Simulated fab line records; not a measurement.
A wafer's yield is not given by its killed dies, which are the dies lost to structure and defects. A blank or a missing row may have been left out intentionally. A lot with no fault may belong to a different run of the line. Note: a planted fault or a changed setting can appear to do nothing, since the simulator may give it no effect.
Which of the tools did it? | flow berkeleyCmos170 | 42 wafers from 14 lots sampled at 3 of the route's 331 steps

== WHAT THE GAUGES READ, wafer by wafer ==
UCB170_PSD_OVL_MEAS_07. Usual: PSD_OVL 3 nm, standard deviation 5.2.
lot  | measured     | on         | PSD_OVL (nm) | flag
L252 | day 6 17:52  | overlay-02 | 8 5 3        | 
L255 | day 7 01:16  | overlay-01 | 3 -2 6       | 
L256 | day 7 01:23  | overlay-02 | -3 -6 -5     | 
L259 | day 8 04:50  | overlay-02 | 3 7 4        | 
L260 | day 8 05:16  | overlay-01 | 0 -3 1       | 
L258 | day 8 05:32  | overlay-01 | -8 -4 -4     | 
L262 | day 8 08:17  | overlay-02 | 0 -1 -2      | 
L263 | day 8 18:37  | overlay-02 | 2 7 -2       | 
L264 | day 8 18:47  | overlay-02 | 1 2 -1       | 
L267 | day 9 16:38  | overlay-01 | 9 6 2        | 
L266 | day 9 16:51  | overlay-02 | -1 3 -1      | 
L273 | day 10 15:34 | overlay-01 | 16 3 8       | 
L274 | day 11 04:53 | overlay-01 | -2 -2 7      | 
L275 | day 11 14:53 | overlay-01 | 6 5 -3       | 

UCB170_CONTACT_OVL_MEAS_16. Usual: CONTACT_OVL 1 nm, standard deviation 5.7.
lot  | measured     | on         | CONTACT_OVL (nm) | flag
L252 | day 7 08:17  | overlay-01 | -5 0 -1          | 
L255 | day 7 14:05  | overlay-01 | 1 4 6            | 
L256 | day 7 14:13  | overlay-02 | -4 -14 -2        | 
L259 | day 8 17:58  | overlay-01 | -3 2 -2          | 
L260 | day 8 17:59  | overlay-02 | -4 0 6           | 
L258 | day 8 18:25  | overlay-02 | 1 7 0            | 
L262 | day 8 18:31  | overlay-01 | -5 4 2           | 
L263 | day 9 06:31  | overlay-01 | 4 4 13           | 
L264 | day 9 06:49  | overlay-01 | 6 -1 5           | 
L267 | day 10 01:40 | overlay-02 | 1 9 0            | 
L266 | day 10 02:04 | overlay-01 | 1 -4 -1          | 
L273 | day 11 01:13 | overlay-01 | 8 3 8            | 
L274 | day 11 14:02 | overlay-01 | 4 -11 -3         | 
L275 | day 12 05:26 | overlay-02 | -7 -4 2          | 

== TOOL THAT RAN EACH LOT (tool first, then ch and the chambers of the sampled wafers, then the start) ==
lot  | UCB170_CONTACT_RTA_08
L252 | rtpAnneal-01 ch 0, day 7 05:37
L255 | rtpAnneal-02 ch 0, day 7 13:04
L256 | rtpAnneal-01 ch 0, day 7 13:05
L259 | rtpAnneal-02 ch 0, day 8 16:31
L260 | rtpAnneal-01 ch 0, day 8 16:29
L258 | rtpAnneal-01 ch 0, day 8 16:57
L262 | rtpAnneal-02 ch 0, day 8 16:56
L263 | rtpAnneal-01 ch 0, day 9 05:09
L264 | rtpAnneal-02 ch 0, day 9 05:37
L267 | rtpAnneal-01, day 10 00:38
L266 | rtpAnneal-02, day 10 00:56
L273 | rtpAnneal-02 ch 0, day 11 00:11
L274 | rtpAnneal-02 ch 0, day 11 12:41
L275 | rtpAnneal-01 ch 0, day 12 04:24
- UCB170_CONTACT_RTA_08: time 10 s.

== AS READ BY THE TOOLS THEMSELVES (means over the sampled wafers that have a number; for cases with no such wafer, the mark the record gives instead) ==
UCB170_CONTACT_RTA_08. Usual: annealTempCMax 904.4, standard deviation 1.6; chamberO2Ppm 2.004, standard deviation 0.023; lampPowerPct 24.7 %, standard deviation 1.2; wafer_temp_C_max 903.7, standard deviation 0.94.
lot  | tool         | annealTempCMax | chamberO2Ppm | lampPowerPct (%) | wafer_temp_C_max | flag
L252 | rtpAnneal-01 | 903.1          | 2.025        | 25.7             | 903.8            | 
L255 | rtpAnneal-02 | 905.2          | 1.974        | 23.4             | 904.5            | 
L256 | rtpAnneal-01 | 902.6          | 2.003        | 25.7             | 903.1            | 
L259 | rtpAnneal-02 | 905.3          | 1.985        | 23.4             | 903.7            | 
L260 | rtpAnneal-01 | 903.5          | 1.982        | 25.8             | 902.9            | 
L258 | rtpAnneal-01 | 903.4          | 2.009        | 25.7             | 903.3            | 
L262 | rtpAnneal-02 | 905.5          | 1.999        | 23.4             | 904.1            | 
L263 | rtpAnneal-01 | 903.8          | 2.012        | 25.8             | 902.5            | 
L264 | rtpAnneal-02 | 905.9          | 2.004        | 23.4             | 904.0            | 
L267 | rtpAnneal-01 | -              | -            | -                | -                | OFF
L266 | rtpAnneal-02 | -              | -            | -                | -                | OFF
L273 | rtpAnneal-02 | 905.6          | 2.013        | 23.4             | 904.3            | 
L274 | rtpAnneal-02 | 906.1          | 1.994        | 23.4             | 904.1            | 
L275 | rtpAnneal-01 | 902.5          | 2.008        | 25.7             | 904.0            | 

== THE ANSWER, worked out from the rows above alone ==
Rule: a lot is off if the mean of its wafers that have a number lies more than 3 standard deviations from the usual mean. Also off: a lot with no number at a reading for which 4 or more lots have one. All remaining lots with rows at the step are treated as sound. After the gauges, taken in route order, come the tools' own readings; for these a lot's mean is taken, as printed above. The first step at which some lot is off is used, and at that step the reading that is off furthest; a lot without a number counts as furthest.
Off at UCB170_CONTACT_RTA_08 (annealTempCMax): L267, L266. Without a number there: L267, L266.
If a tool, at that step or one of the process steps before it, ran each lot that is off and ran no sound lot following the first of them, it fits. No candidate that was tried fits.

== WHAT THE SIMULATOR HAD INSERTED ==
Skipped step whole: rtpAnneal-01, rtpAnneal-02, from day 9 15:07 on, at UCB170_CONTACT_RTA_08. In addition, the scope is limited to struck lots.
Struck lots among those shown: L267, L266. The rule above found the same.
